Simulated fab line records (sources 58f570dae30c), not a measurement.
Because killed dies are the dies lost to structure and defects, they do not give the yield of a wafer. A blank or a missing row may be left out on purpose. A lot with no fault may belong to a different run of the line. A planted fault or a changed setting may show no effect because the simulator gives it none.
Struck lot and sound lot, side by side :: flow berkeley cmos170 :: 29 steps out of a route of 331
Sound: wafers L689.1, L689.3, L689.6. Wafers struck: L693.1, L693.2, L693.6. The cause comes at the end.
Each step with rows lists, per side, the tool, then ch with its chambers, then its first start. Under that, the readings that differ: sound wafers :: struck wafers :: difference of the means :: sigmas: that difference in standard deviations of wafers without a fault.
alike: readings with means less than 2 such deviations apart, plus words and numbers identical on both sides. not compared: withheld readings, readings lacking a value on some wafer, bounds such as >300 that could conceal the same value, and numbers that have no deviation in the record and whose values overlap.
A row with sigmas, a row that says differs or no value, or rows on one side alone: a step with any of these is where the two part. Numbers that have no deviation but don't overlap get no sigmas and don't part them. A reading missing from all wafers of one side parts the sides only when that side holds two or more wafers.

UCB170_ACTIVE_THK_MEAS_03:
  sound on film metro-02 at day 5 05:50; struck on film metro-01 at day 6 09:07
  alike: ACTIVE_OXIDE_THK
then, 2 steps without rows for these wafers: UCB170_ACTIVE_ANNEAL_04 (time 900 s); UCB170_ACTIVE_CVD_05 (deposits Si3N4 from SiH2Cl2/NH3, target thk 220 nm, time 3300 s).
UCB170_ACTIVE_THK_MEAS_06:
  sound on film metro-02 at day 5 15:22; struck on film metro-02 at day 6 16:54
reading: ACTIVE_NITRIDE_THK (nm)
sound: 216.4 217.8 216.7
struck: 223.4 223.8 222.1
difference: +6.1
sigmas: +3
then, 6 steps without rows for these wafers: UCB170_ACTIVE_HMDS_07 (prime time 60 s); UCB170_ACTIVE_COAT_08 (resist thk 900 nm); UCB170_ACTIVE_SOFTBAKE_09 (time 60 s); UCB170_ACTIVE_EXPOSE_10 (exposes mask ACTIVE, target cd 1200 nm); UCB170_ACTIVE_PEB_11; UCB170_ACTIVE_DEVELOP_12 (develop time 45 s).
UCB170_ACTIVE_CD_MEAS_13 targets a cd of 1200 nm.
  sound on cd sem-02 at day 5 16:44; struck on cd sem-01 at day 6 18:08
  alike: cd nm
UCB170_ACTIVE_OVL_MEAS_14:
  sound on overlay-02 at day 5 16:52; struck on overlay-02 at day 6 18:16
  alike: ACTIVE_OVL
UCB170_ACTIVE_ETCH_15: etches Si3N4 in CH3F/Ar/O2, stops on SiO2, target depth 242 nm, time 151 s.
  sound on rie diel-04 ch 0,1, day 5 16:53; struck on rie diel-04 ch 0,3, day 6 18:17
reading: model.KrF_of_ACTIVE_COAT_08.thk nm (nm)
sound: 726.5 726.4 724.7
struck: 657.5 662 658.8
difference: -66.4
sigmas: 

reading: model.SiO2_of_ACTIVE_OXIDATION_02.thk nm (nm)
sound: 22.46 22.25 22.52
struck: 4.749 4.615 4.312
difference: -17.851
sigmas: 
  alike: drypump motor current A, oes product au, throttle valve pct
  not compared: rf hours counter h
UCB170_ACTIVE_STRIP_16: strips in O2.
  sound on plasma asher-01 ch 0,1, day 5 16:59; struck on plasma asher-01 ch 0,1, day 6 18:26
reading: strip time to endpoint s (s)
sound: 18.12 18.13 18.09
struck: 16.48 16.58 16.52
difference: -1.59
sigmas: -19
  alike: drypump motor current A, o2 flow sccm, oes product au
  not compared: rf hours counter h
UCB170_ACTIVE_CD_MEAS_90 targets a cd of 1200 nm.
  sound on cd sem-01 at day 5 17:08; struck on cd sem-01 at day 6 18:32
  alike: cd nm
then, 7 steps without rows for these wafers: UCB170_ACTIVE_CLEAN_17 (cleans in SPM, time 600 s); UCB170_PFIELD_HMDS_00 (prime time 60 s); UCB170_PFIELD_COAT_01 (resist thk 900 nm); UCB170_PFIELD_SOFTBAKE_02 (time 60 s); UCB170_PFIELD_EXPOSE_03 (exposes mask PFIELD, target cd 1500 nm); UCB170_PFIELD_PEB_04; UCB170_PFIELD_DEVELOP_05 (develop time 45 s).
UCB170_PFIELD_OVL_MEAS_06:
  sound on overlay-01 at day 5 18:52; struck on overlay-02 at day 6 21:21
  alike: PFIELD_OVL
next, for these wafers, 1 step has no rows: UCB170_PFIELD_IMPLANT_07.
UCB170_PFIELD_STRIP_08: strips in O2.
  sound on plasma asher-01 ch 1, day 5 19:03; struck on plasma asher-03 ch 0,1, day 6 21:32
reading: drypump motor current A (A)
sound: 5.2 5.2 5.2
struck: 6.1 5.8 5.9
difference: +0.7
sigmas: +2
  alike: o2 flow sccm, oes product au, strip time to endpoint s
  not compared: rf hours counter h
UCB170_PFIELD_TW_MEAS_09:
  sound on film metro-03 at day 5 19:09; struck on film metro-04 at day 6 21:38
  alike: PFIELD_TW
UCB170_FIELD_CLEAN_00: cleans in dHF, time 7.5 s.
  sound on wet bench-02 ch 1, day 5 19:13; struck on wet bench-02 ch 1, day 6 21:41
reading: model.SiO2_of_ACTIVE_OXIDATION_02.thk nm (nm)
sound: 20.97 20.78 21.04
struck: 3.287 3.144 2.84
difference: -17.840
sigmas: 
then, 1 step without rows for these wafers: UCB170_FIELD_OXIDATION_01 (target thk 558.3 nm, ox time 7200 s).
-- the record jumps here: 4 days lie between the struck wafers' starts before and after (it left off in module FIELD and takes up again in module M3, whose first step shown is number 331 of the route) --
UCB170_M3_PROBE_99:
  record: rows for the struck wafers here (prober-01, day 10 22:37), none for the sound ones

== WHERE THEY PART ==
First at UCB170_ACTIVE_THK_MEAS_06; last, within this record, at UCB170_M3_PROBE_99.

WHY: whatever the simulator had introduced
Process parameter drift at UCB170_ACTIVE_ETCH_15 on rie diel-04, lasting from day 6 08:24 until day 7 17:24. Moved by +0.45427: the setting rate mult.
